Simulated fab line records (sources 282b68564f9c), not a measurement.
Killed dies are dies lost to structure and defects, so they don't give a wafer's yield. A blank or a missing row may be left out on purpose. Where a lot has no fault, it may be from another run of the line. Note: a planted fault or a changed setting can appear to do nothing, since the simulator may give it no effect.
fab line records / flow rit_cmos
[record] lots = 13 wafers = 39 last_day = 7
route steps=202 shown GATE@89
lots with no fault: from the same line, run without faults
start_h: hours from the record's first day to the start of the lot's first wafer shown / wait_h: how many hours have passed since the lot's step before this one / " same as the row above / L1.1+2: several wafers, shown together as one row / - no value present, or no start provided / * or withheld: withheld / < > ~ a bound
route shown NAME@n: a module of which the file shows steps, and the number in the route of the first / usual: mean/standard deviation of fault-free wafers / same: alike in all rows / chamber/n: place in a boat / sites: per-site readings / _std_site: the standard deviation of these / _edge_site: outer sites' mean less inner sites' / radius_mm: for every site, how far away it sits from the centre of the wafer / mask NAME#n: copy n / behind: the last tool/chamber to shape the wafer / hold: cause of the lot's hold/its duration in hours/its outcome / device: transistor that didn't switch, given as n, p or np / end of line: tests run on the same wafers once the route is complete / a step given without rows: its recipe and nothing more / killed: the dies lost at the first sort to structure and to defects; this is not the yield of the wafer / map: shows each die of a wafer: x if killed, . if not, _ if none is there
set.NAME: setting as actually run; set.NAME@STEP: the setting as run at that earlier step / model.NAME: the simulator's own value behind a step, which no gauge read
a sample of lots followed through the steps of the route, with each step as a table and each wafer as a row
services: when a tool's chamber went out of use (start_h, in hours from the record's first day, below 0 if earlier), for how many hours, and the reason
[[steps]]
[step RIT_GATE_EXPOSE_13]
[recipe] mask_id = M6 na = 0.6 source_shape = conventional sigma_outer = 0.6 target_cd_nm = 150 dose_mj = 380
[same] sigma_outer = 0.6
lot.wafer=L583.1+3+5 tool=iline_stepper-01 chamber=0 start_h=57.16 wait_h=0.1 mask=M6#0
lot.wafer=L582.2+4+6 tool=iline_stepper-02 chamber=0 start_h=57.42 wait_h=0.4 mask=M6#0
lot.wafer=L584.1+2+3 tool=iline_stepper-01 chamber=0 start_h=63.95 wait_h=0.2 mask=M6#0
lot.wafer=L589.1+2+4 tool=iline_stepper-01 chamber=0 start_h=79.90 wait_h=0.1 mask=M6_R1#0
lot.wafer=L588.3+4+6 tool=iline_stepper-01 chamber=0 start_h=81.71 wait_h=0.1 mask=M6#0
lot.wafer=L595.2+4+6 tool=iline_stepper-02 chamber=0 start_h=107.24 wait_h=0.1 mask=M6#0
lot.wafer=L597.2+3+6 tool=iline_stepper-01 chamber=0 start_h=118.14 wait_h=0.2 mask=M6#0
lot.wafer=L598.1+2+4 tool=iline_stepper-02 chamber=0 start_h=121.11 wait_h=0.2 mask=M6#0
lot.wafer=L599.3+4+6 tool=iline_stepper-02 chamber=0 start_h=127.61 wait_h=0.1 mask=M6#0
lot.wafer=L600.1+2+5 tool=iline_stepper-01 chamber=0 start_h=132.10 wait_h=0.2 mask=M6#0
lot.wafer=L601.1+2+5 tool=iline_stepper-02 chamber=0 start_h=138.75 wait_h=0.2 mask=M6#0
lot.wafer=L603.4+5+6 tool=iline_stepper-02 chamber=0 start_h=150.71 wait_h=0.1 mask=M6#0
lot.wafer=L604.1+5+6 tool=iline_stepper-01 chamber=0 start_h=155.61 wait_h=0.2 mask=M6#0
[step RIT_GATE_CD_MEAS_16]
[recipe] target_cd_nm = 150
[usual] cd_nm = 148/3
lot.wafer=L583.1 tool=cd_sem-02 chamber=- start_h=57.56 wait_h=- cd_nm=147
lot.wafer=L583.3 tool=cd_sem-02 chamber=- start_h=57.56 wait_h=- cd_nm=146
lot.wafer=L583.5 tool=cd_sem-02 chamber=- start_h=57.56 wait_h=- cd_nm=148
lot.wafer=L582.2 tool=cd_sem-01 chamber=- start_h=57.82 wait_h=- cd_nm=149
lot.wafer=L582.4 tool=cd_sem-01 chamber=- start_h=57.82 wait_h=- cd_nm=145
lot.wafer=L582.6 tool=cd_sem-01 chamber=- start_h=57.82 wait_h=- cd_nm=147
lot.wafer=L584.1 tool=cd_sem-02 chamber=- start_h=64.56 wait_h=- cd_nm=145
lot.wafer=L584.2 tool=cd_sem-02 chamber=- start_h=64.56 wait_h=- cd_nm=147
lot.wafer=L584.3 tool=cd_sem-02 chamber=- start_h=64.56 wait_h=- cd_nm=146
lot.wafer=L589.1 tool=cd_sem-02 chamber=- start_h=80.52 wait_h=- cd_nm=198
lot.wafer=L589.2 tool=cd_sem-02 chamber=- start_h=80.52 wait_h=- cd_nm=196
lot.wafer=L589.4 tool=cd_sem-02 chamber=- start_h=80.52 wait_h=- cd_nm=196
lot.wafer=L588.3 tool=cd_sem-02 chamber=- start_h=82.11 wait_h=- cd_nm=149
lot.wafer=L588.4 tool=cd_sem-02 chamber=- start_h=82.11 wait_h=- cd_nm=152
lot.wafer=L588.6 tool=cd_sem-02 chamber=- start_h=82.11 wait_h=- cd_nm=151
lot.wafer=L595.2 tool=cd_sem-01 chamber=- start_h=107.71 wait_h=- cd_nm=144
lot.wafer=L595.4 tool=cd_sem-01 chamber=- start_h=107.71 wait_h=- cd_nm=144
lot.wafer=L595.6 tool=cd_sem-01 chamber=- start_h=107.71 wait_h=- cd_nm=144
lot.wafer=L597.2 tool=cd_sem-01 chamber=- start_h=118.54 wait_h=- cd_nm=145
lot.wafer=L597.3 tool=cd_sem-01 chamber=- start_h=118.54 wait_h=- cd_nm=149
lot.wafer=L597.6 tool=cd_sem-01 chamber=- start_h=118.54 wait_h=- cd_nm=147
lot.wafer=L598.1 tool=cd_sem-01 chamber=- start_h=121.51 wait_h=- cd_nm=149
lot.wafer=L598.2 tool=cd_sem-01 chamber=- start_h=121.51 wait_h=- cd_nm=146
lot.wafer=L598.4 tool=cd_sem-01 chamber=- start_h=121.51 wait_h=- cd_nm=149
lot.wafer=L599.3 tool=cd_sem-01 chamber=- start_h=128.01 wait_h=- cd_nm=145
lot.wafer=L599.4 tool=cd_sem-01 chamber=- start_h=128.01 wait_h=- cd_nm=145
lot.wafer=L599.6 tool=cd_sem-01 chamber=- start_h=128.01 wait_h=- cd_nm=144
lot.wafer=L600.1 tool=cd_sem-01 chamber=- start_h=132.50 wait_h=- cd_nm=152
lot.wafer=L600.2 tool=cd_sem-01 chamber=- start_h=132.50 wait_h=- cd_nm=152
lot.wafer=L600.5 tool=cd_sem-01 chamber=- start_h=132.50 wait_h=- cd_nm=153
lot.wafer=L601.1 tool=cd_sem-01 chamber=- start_h=139.15 wait_h=- cd_nm=148
lot.wafer=L601.2 tool=cd_sem-01 chamber=- start_h=139.15 wait_h=- cd_nm=146
lot.wafer=L601.5 tool=cd_sem-01 chamber=- start_h=139.15 wait_h=- cd_nm=146
lot.wafer=L603.4 tool=cd_sem-01 chamber=- start_h=151.16 wait_h=- cd_nm=156
lot.wafer=L603.5 tool=cd_sem-01 chamber=- start_h=151.16 wait_h=- cd_nm=153
lot.wafer=L603.6 tool=cd_sem-01 chamber=- start_h=151.16 wait_h=- cd_nm=154
lot.wafer=L604.1 tool=cd_sem-01 chamber=- start_h=156.01 wait_h=- cd_nm=147
lot.wafer=L604.5 tool=cd_sem-01 chamber=- start_h=156.01 wait_h=- cd_nm=150
lot.wafer=L604.6 tool=cd_sem-01 chamber=- start_h=156.01 wait_h=- cd_nm=150
[[services]]
tool=iline_stepper-02 chamber=- start_h=80.05 hours=1.9 kind=repair
tool=iline_stepper-02 chamber=0 start_h=81.99 hours=- kind=calibration
[[key]]
[first_sign] step = RIT_GATE_EXPOSE_13 reading = mask direction = changed
[effect] step = RIT_GATE_CD_MEAS_16 reading = cd_nm direction = up sigmas = 16 usual = 148 struck = 197
met_at RIT_GATE_EXPOSE_13
struck_lots L589
later_rows_left_out L589.1,L589.2,L589.4
sort_left_out L589.1,L589.2,L589.4
tester_left_out L589
onset_between 63.95 79.90
[fault] kind = wrong_mask tool = any chamber = - onset_h = 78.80 steps = RIT_GATE_EXPOSE_13 aux_copy = M6_R1#0 cd_offset_nm = 45 scope = struck_lots_only
// tester_left_out: of these lots the tester's yield and bins aren't shown, on N5 and GAA mostly nor the transistor test; their killed dies are dies lost to structure and defects alone, not to doping, threshold or leakage, so they don't give the yield
// sort_left_out: the simulated sort isn't trusted on such a fault, so these wafers' sort isn't shown, and their yield isn't known
// later_rows_left_out: the simulator's readings of these wafers behind a module that went badly wrong aren't trusted and aren't shown, but for the sort
